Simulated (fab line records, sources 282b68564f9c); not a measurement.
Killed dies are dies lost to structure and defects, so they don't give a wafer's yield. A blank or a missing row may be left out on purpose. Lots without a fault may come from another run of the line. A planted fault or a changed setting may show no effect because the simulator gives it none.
Which tool did it? | flow rit_cmos | 14 lots, 42 wafers sampled, at 5 steps of a route of 202

WHAT THE GAUGES READ, wafer by wafer
RIT_PRETRO_TW_MEAS_10.
lot  | measured    | on            | PRETRO_TW
L205 | day 2 10:14 | film_metro-04 | 475 475 476
L206 | day 2 17:49 | film_metro-04 | 478 478 477
L209 | day 3 05:10 | film_metro-04 | 471 476 473
L210 | day 3 10:31 | film_metro-04 | 474 475 473
L211 | day 3 13:22 | film_metro-04 | 471 473 472
L212 | day 3 23:55 | film_metro-04 | 472 475 471
L213 | day 4 07:08 | film_metro-04 | 476 477 478
L217 | day 4 21:20 | film_metro-01 | 479 482 478
L220 | day 5 13:43 | film_metro-04 | 475 478 477
L221 | day 5 17:46 | film_metro-04 | 476 476 478
L223 | day 6 03:36 | film_metro-04 | 477 474 475
L224 | day 6 08:01 | film_metro-04 | 475 478 478
L226 | day 6 20:23 | film_metro-01 | 478 481 483
L227 | day 7 02:10 | film_metro-04 | 477 479 476

RIT_NLDD_OVL_MEAS_06.
lot  | measured    | on         | NLDD_OVL (nm)
L205 | day 2 21:59 | overlay-01 | 2.2 -1.9 -2.3
L206 | day 3 05:15 | overlay-01 | -1.2 -3.2 -1.3
L209 | day 4 00:12 | overlay-01 | 0.8 1.5 0.6
L210 | day 4 04:10 | overlay-02 | 1.9 1.1 0.9
L211 | day 4 06:43 | overlay-01 | 0.0 2.0 -0.2
L212 | day 4 10:25 | overlay-01 | -1.4 -0.6 -1.9
L213 | day 4 19:36 | overlay-01 | -0.1 0.6 -0.5
L217 | day 5 09:48 | overlay-02 | 0.9 -2.7 -0.1
L220 | day 6 00:24 | overlay-02 | 0.2 -1.9 0.4
L221 | day 6 06:52 | overlay-01 | 1.6 0.5 0.1
L223 | day 6 17:53 | overlay-01 | 0.7 -1.4 1.4
L224 | day 6 23:33 | overlay-01 | -0.6 0.2 -0.5
L226 | day 7 14:49 | overlay-02 | 0.1 -0.2 0.0
L227 | day 7 18:41 | overlay-01 | 0.0 1.5 1.5

RIT_M1_CD_MEAS_90: target cd 2600 nm.
lot  | measured    | on        | cd_nm (nm)
L205 | day 3 11:55 | cd_sem-02 | 2603 2600 2602
L206 | day 3 19:32 | cd_sem-02 | 2595 2596 2598
L209 | day 4 15:53 | cd_sem-02 | 2600 2599 2600
L210 | day 4 20:49 | cd_sem-01 | 2601 2599 2599
L211 | day 4 21:29 | cd_sem-02 | 2603 2608 2607
L212 | day 5 00:29 | cd_sem-02 | 2602 2600 2600
L213 | day 5 10:35 | cd_sem-02 | 2602 2606 2604
L217 | day 6 00:18 | cd_sem-02 | 2585 2589 2599
L220 | day 6 14:54 | cd_sem-02 | 2587 2600 2587
L221 | day 6 20:32 | cd_sem-02 | 2602 2601 2601
L223 | day 7 07:37 | cd_sem-02 | 2600 2602 2600
L224 | day 7 13:47 | cd_sem-02 | 2605 2603 2601
L226 | day 8 04:32 | cd_sem-02 | 2602 2602 2602
L227 | day 8 08:35 | cd_sem-02 | 2595 2596 2594

WHICH TOOL RAN EACH LOT (tool, then ch and the chambers of the sampled wafers, then the start)
lot  | RIT_SILICIDE_RTA_04             | RIT_M1_METAL_ETCH_12
L205 | rtp_anneal-01 ch 0, day 3 07:12 | rie_metal-04 ch 0,1, day 3 11:25
L206 | rtp_anneal-02 ch 0, day 3 14:43 | rie_metal-01 ch 0, day 3 19:00
L209 | rtp_anneal-01 ch 0, day 4 10:19 | rie_metal-01 ch 0, day 4 15:13
L210 | rtp_anneal-01 ch 0, day 4 16:06 | rie_metal-02 ch 0,1, day 4 20:18
L211 | rtp_anneal-01 ch 0, day 4 16:13 | rie_metal-04 ch 0,1, day 4 20:58
L212 | rtp_anneal-02 ch 0, day 4 19:31 | rie_metal-01 ch 0, day 4 23:50
L213 | rtp_anneal-01 ch 0, day 5 05:29 | rie_metal-02 ch 0,1, day 5 10:03
L217 | rtp_anneal-01 ch 0, day 5 18:59 | rie_metal-04 ch 0,1, day 5 23:31
L220 | rtp_anneal-02 ch 0, day 6 09:58 | rie_metal-04 ch 0,1, day 6 14:23
L221 | rtp_anneal-01 ch 0, day 6 15:40 | rie_metal-02 ch 0,1, day 6 20:00
L223 | rtp_anneal-01 ch 0, day 7 02:48 | rie_metal-02 ch 0,1, day 7 07:05
L224 | rtp_anneal-02 ch 0, day 7 08:37 | rie_metal-01 ch 0,1, day 7 13:06
L226 | rtp_anneal-02 ch 0, day 7 23:33 | rie_metal-02 ch 0, day 8 04:02
L227 | rtp_anneal-01 ch 0, day 8 03:31 | rie_metal-01 ch 0,1, day 8 08:04
- RIT_SILICIDE_RTA_04: time 10 s, ramp up 5 s, ramp down 5 s.
- RIT_M1_METAL_ETCH_12: etches Al in Cl2/BCl3, stops on SiO2, time 165 s, target depth 600 nm.

WHAT THE TOOLS THEMSELVES READ (means of the sampled wafers that have a number; where no wafer has one, the mark that the record gives instead)
RIT_SILICIDE_RTA_04.
lot  | tool          | wafer_temp_C_max
L205 | rtp_anneal-01 | 651.9
L206 | rtp_anneal-02 | 653.9
L209 | rtp_anneal-01 | 651.2
L210 | rtp_anneal-01 | 651.5
L211 | rtp_anneal-01 | 651.9
L212 | rtp_anneal-02 | 653.1
L213 | rtp_anneal-01 | 652.2
L217 | rtp_anneal-01 | 652.5
L220 | rtp_anneal-02 | 653.5
L221 | rtp_anneal-01 | 652.2
L223 | rtp_anneal-01 | 651.8
L224 | rtp_anneal-02 | 654.1
L226 | rtp_anneal-02 | 653.4
L227 | rtp_anneal-01 | 652.2

RIT_M1_METAL_ETCH_12.
lot  | tool         | drypump_motor_current_A (A) | oes_product_au (a.u.) | throttle_valve_pct (%)
L205 | rie_metal-04 | 5.6                         | 0.774                 | 8.08
L206 | rie_metal-01 | 5.9                         | 0.781                 | 8.41
L209 | rie_metal-01 | 5.9                         | 0.778                 | 8.41
L210 | rie_metal-02 | 5.9                         | 0.774                 | 8.23
L211 | rie_metal-04 | 6.0                         | 0.759                 | 8.12
L212 | rie_metal-01 | 5.9                         | 0.783                 | 8.42
L213 | rie_metal-02 | 5.6                         | 0.774                 | 8.31
L217 | rie_metal-04 | 5.7                         | 0.670                 | 8.10
L220 | rie_metal-04 | 5.7                         | 0.667                 | 8.10
L221 | rie_metal-02 | 5.9                         | 0.776                 | 8.23
L223 | rie_metal-02 | 5.9                         | 0.775                 | 8.23
L224 | rie_metal-01 | 6.4                         | 0.767                 | 8.34
L226 | rie_metal-02 | 5.3                         | 0.773                 | 8.39
L227 | rie_metal-01 | 6.5                         | 0.765                 | 8.34

THE ANSWER, worked out from the rows above alone
Rule: what is usual is taken from the lots themselves. Put in order of their means at a reading, lots are off if they are a third of the lots or fewer, leave a main group of 4 or more, and stand apart from it by a gap of 3 or more times the standard deviation of the main group's means; of several such gaps the widest counts. A main group whose means are all the same, to the digits that the tables above print for the reading, isn't used. A lot without any number at a reading at which 4 lots or more have one is off too. The other lots that the step has rows for count as sound. The gauges are gone through in route order, then the tools' own readings, and for those a lot's mean is taken as printed above. The first step at which some lot is off is used, and at that step the reading that is off furthest; a lot without a number counts as furthest.
Off: L217, L220, at RIT_M1_METAL_ETCH_12 (oes_product_au). The main group: mean 0.773 a.u., standard deviation 0.0065.
A tool fits if, at that step or a process step before it, it ran every lot that is off, and no sound lot after the first of them. One fits: rie_metal-04 at RIT_M1_METAL_ETCH_12. Its last sound lot is L211 (day 4 20:58), its first lot that is off L217 (day 5 23:31): a fault that began between those two fits.
The tool's own readings at RIT_M1_METAL_ETCH_12 bear it out: on the lots that are off they differ by more than 5 times the standard deviation of the sound lots' means. oes_product_au reads 0.669 a.u. there against 0.773 a.u. on the sound lots.

WHAT THE SIMULATOR HAD PUT IN
Process parameter drift: rie_metal-04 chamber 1, from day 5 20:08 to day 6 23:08, at RIT_M1_METAL_ETCH_12. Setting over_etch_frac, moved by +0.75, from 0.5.
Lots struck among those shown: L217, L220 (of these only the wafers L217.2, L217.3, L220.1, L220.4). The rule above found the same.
